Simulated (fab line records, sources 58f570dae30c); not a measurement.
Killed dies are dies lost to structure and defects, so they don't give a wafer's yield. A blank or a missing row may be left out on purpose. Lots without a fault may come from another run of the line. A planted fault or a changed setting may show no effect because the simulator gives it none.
Tool commonality check | flow berkeley_cmos170 | 14 lots, 42 wafers sampled

WHY IT WAS OPENED
At UCB170_PLDD_TW_MEAS_11 the reading PLDD_TW is flagged on 2 of 14 lots. Wafers without a fault read 1007, standard deviation 6.5.
Rule: a lot is flagged when every wafer of it that has a number lies more than 4 standard deviations from that mean, or none has a number. The other lots count as sound.

lot  | measured     | on            | PLDD_TW, wafer by wafer | flag
L428 | day 6 18:28  | film_metro-02 | 997 1001 998            |
L429 | day 6 18:50  | film_metro-03 | 1007 1008 1008          |
L431 | day 7 00:34  | film_metro-02 | 1014 1008 1012          |
L430 | day 7 01:19  | film_metro-02 | 30 30 30                | FLAGGED
L433 | day 7 13:24  | film_metro-03 | 30 30 30                | FLAGGED
L434 | day 8 00:10  | film_metro-02 | 1000 1004 999           |
L438 | day 8 15:06  | film_metro-01 | 1017 1016 1011          |
L440 | day 9 04:51  | film_metro-01 | 1014 1020 1011          |
L441 | day 9 08:01  | film_metro-01 | 1015 1014 1019          |
L442 | day 9 21:31  | film_metro-02 | 1000 997 1003           |
L444 | day 9 21:44  | film_metro-03 | 1005 1008 1002          |
L445 | day 10 12:00 | film_metro-02 | 1001 998 998            |
L449 | day 10 23:40 | film_metro-02 | 1002 1004 1000          |
L451 | day 11 04:43 | film_metro-01 | 1012 1022 1018          |
The numbers of the flagged lots are 30 on average: -977 against the usual, or -99 or more standard deviations.

WHICH TOOL RAN EACH LOT
The record holds 1 process step before the reading, out of a route of 331 steps. In each cell: the tool, then ch and the chambers that the sampled wafers went through, then the start.
lot  | flag    | UCB170_PLDD_DEVELOP_05
L428 |         | litho_track-02 ch 0, day 6 17:00
L429 |         | litho_track-02 ch 0, day 6 18:00
L431 |         | litho_track-02 ch 0, day 6 23:00
L430 | FLAGGED | litho_track-02 ch 0, day 7 00:00
L433 | FLAGGED | litho_track-02 ch 0, day 7 12:00
L434 |         | litho_track-04 ch 0, day 7 23:00
L438 |         | litho_track-04 ch 0, day 8 14:00
L440 |         | litho_track-04 ch 0, day 9 04:00
L441 |         | litho_track-04 ch 0, day 9 07:00
L442 |         | litho_track-03 ch 0, day 9 20:00
L444 |         | litho_track-04 ch 0, day 9 21:00
L445 |         | litho_track-04 ch 0, day 10 11:00
L449 |         | litho_track-02 ch 0, day 10 22:00
L451 |         | litho_track-04 ch 0, day 11 04:00
What these steps do:
- UCB170_PLDD_DEVELOP_05: develop time 45 s.
- UCB170_PLDD_TW_MEAS_11

FLAGGED OVER TOTAL, TOOL BY TOOL (the gauges that took the reading come last)
step                   | tool           | lots run | flagged | share of the flagged lots | sound lots run after its first flagged lot
UCB170_PLDD_DEVELOP_05 | litho_track-02 | 6        | 2       | all                       | 1 (L449)
UCB170_PLDD_DEVELOP_05 | litho_track-03 | 1        | 0       | none                      | -
UCB170_PLDD_DEVELOP_05 | litho_track-04 | 7        | 0       | none                      | -
UCB170_PLDD_TW_MEAS_11 | film_metro-01  | 4        | 0       | none                      | -
UCB170_PLDD_TW_MEAS_11 | film_metro-02  | 7        | 1       | some                      | 4 (L434,L442,L445,L449)
UCB170_PLDD_TW_MEAS_11 | film_metro-03  | 3        | 1       | some                      | 1 (L444)

WHAT THE TABLE ALLOWS
1 row of the table ran every flagged lot: litho_track-02 at UCB170_PLDD_DEVELOP_05.
- litho_track-02 at UCB170_PLDD_DEVELOP_05: 2 of its 6 lots flagged. Sound lots ran on it after the first flagged one (L449), which a lasting fault on the whole tool wouldn't allow.
No row of the table ran every flagged lot and no sound lot after the first.

WHAT THE SIMULATOR HAD PUT IN
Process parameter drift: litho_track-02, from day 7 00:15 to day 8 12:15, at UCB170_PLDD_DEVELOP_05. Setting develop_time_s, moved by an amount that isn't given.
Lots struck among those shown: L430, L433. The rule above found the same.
